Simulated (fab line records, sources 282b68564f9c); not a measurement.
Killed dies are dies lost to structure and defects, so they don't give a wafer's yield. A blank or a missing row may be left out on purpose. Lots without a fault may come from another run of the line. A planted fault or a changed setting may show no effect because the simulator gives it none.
A struck lot beside a sound one | flow rit_cmos | 29 steps out of a route of 202
Sound: wafers L805.2, L805.4, L805.6. Struck: wafers L818.2, L818.3, L818.5. The cause comes at the end.
At each step with rows: each side's tool, then ch and its chambers, then its first start. Under that, the readings that differ: sound wafers | struck wafers | difference of the means | sigmas: that difference in standard deviations of wafers without a fault.
alike: readings whose means differ by less than 2 such deviations, and words and numbers that are the same on both sides. not compared: withheld readings, readings that some wafer has no value for, bounds like >300 that may hide the same value, and numbers for which the record gives no deviation and whose values overlap.
The two part at a step that has a row with sigmas, a row that says differs or no value, or rows on one side only. Numbers that don't overlap but have no deviation are shown without sigmas and don't part them. A reading that every wafer of one side lacks parts them only if that side has two wafers or more.

first, 6 steps without rows for these wafers: RIT_SDANNEAL_CLEAN_00 (cleans in SC1, time 600 s); RIT_SDANNEAL_CLEAN_01 (cleans in dHF, time 30 s); RIT_SDANNEAL_CLEAN_02 (cleans in SC2, time 600 s); RIT_SDANNEAL_RTA_03 (time 5 s); RIT_SILICIDE_WET_ETCH_00 (etches SiO2 in BOE, target depth 14 nm, time 15 s); RIT_SILICIDE_SPUTTER_01 (material Ti, target thk 30 nm, time 246.8 s).
RIT_SILICIDE_RTA_04: time 10 s, ramp up 5 s, ramp down 5 s.
  sound on rtp_anneal-02 ch 0, day 5 07:13; struck on rtp_anneal-02 ch 0, day 8 04:26
  alike: wafer_temp_C_max
then, 21 steps without rows for these wafers: RIT_SILICIDE_WET_ETCH_05 (etches Ti in SPM, time 120 s); RIT_SILICIDE_RTA_06 (time 10 s, ramp up 5 s, ramp down 10 s); RIT_CONTACT_CVD_00 (deposits SiO2 from TEOS, target thk 400 nm, time 61 s); RIT_CONTACT_HMDS_02 (prime time 60 s); RIT_CONTACT_COAT_03 (resist thk 1000 nm); RIT_CONTACT_SOFTBAKE_04 (time 60 s); RIT_CONTACT_EXPOSE_05 (exposes mask M11, target cd 1000 nm); RIT_CONTACT_PEB_06; RIT_CONTACT_DEVELOP_07 (develop time 120 s); RIT_CONTACT_HARDBAKE_10 (time 60 s); RIT_CONTACT_ETCH_11 (etches SiO2 in CHF3/CF4/Ar, stops on TiSi2, target depth 480 nm, time 320 s); RIT_CONTACT_STRIP_12 (strips in O2, time 180 s); RIT_CONTACT_CLEAN_13 (cleans in SC1, time 600 s); RIT_CONTACT_CLEAN_14 (cleans in SC2, time 600 s); RIT_M1_SPUTTER_00 (material Al, target thk 400 nm, time 500 s); RIT_M1_HMDS_03 (prime time 60 s); RIT_M1_COAT_04 (resist thk 1281 nm); RIT_M1_SOFTBAKE_05 (time 60 s); RIT_M1_EXPOSE_06 (exposes mask M12, target cd 2600 nm); RIT_M1_PEB_07; RIT_M1_DEVELOP_08 (develop time 68 s).
RIT_M1_PROBE_99:
  sound on prober-01, day 5 16:16; struck on prober-01, day 8 11:17
  reading                              | sound             | struck            | difference | sigmas
  model.etest.contact_pplus.end_ohm_um | 46.08 45.57 46.24 | 52.09 51.95 50.27 | +5.47      |
  model.etest.contact_nplus.end_ohm_um | 42.16 41.06 41.62 | 46.77 46.92 44.69 | +4.51      |
  model.etest.npoly_line.rs_ohm_sq     | 16.54 16.7 16.57  | 15.64 15.81 16.01 | -0.78      |
  model.etest.ppoly_line.rs_ohm_sq     | 16.05 16.2 16.15  | 15.33 15.4 15.58  | -0.70      |
  model.etest.npoly_sal.rs_ohm_sq      | 4.187 4.253 4.237 | 3.946 3.983 4.005 | -0.248     |
  model.etest.ppoly_sal.rs_ohm_sq      | 4.181 4.208 4.19  | 3.951 3.955 3.98  | -0.231     |
  model.etest.pplus_sal.rs_ohm_sq      | 4.173 4.213 4.196 | 3.929 3.96 3.974  | -0.240     |
  model.etest.nplus_sal.rs_ohm_sq      | 4.134 4.236 4.187 | 3.908 3.962 3.949 | -0.246     |
  alike: killed_at_front_end, killed_dies, killed_open, killed_short

WHERE THEY PART
Nowhere in this record.

WHY: what the simulator had put in
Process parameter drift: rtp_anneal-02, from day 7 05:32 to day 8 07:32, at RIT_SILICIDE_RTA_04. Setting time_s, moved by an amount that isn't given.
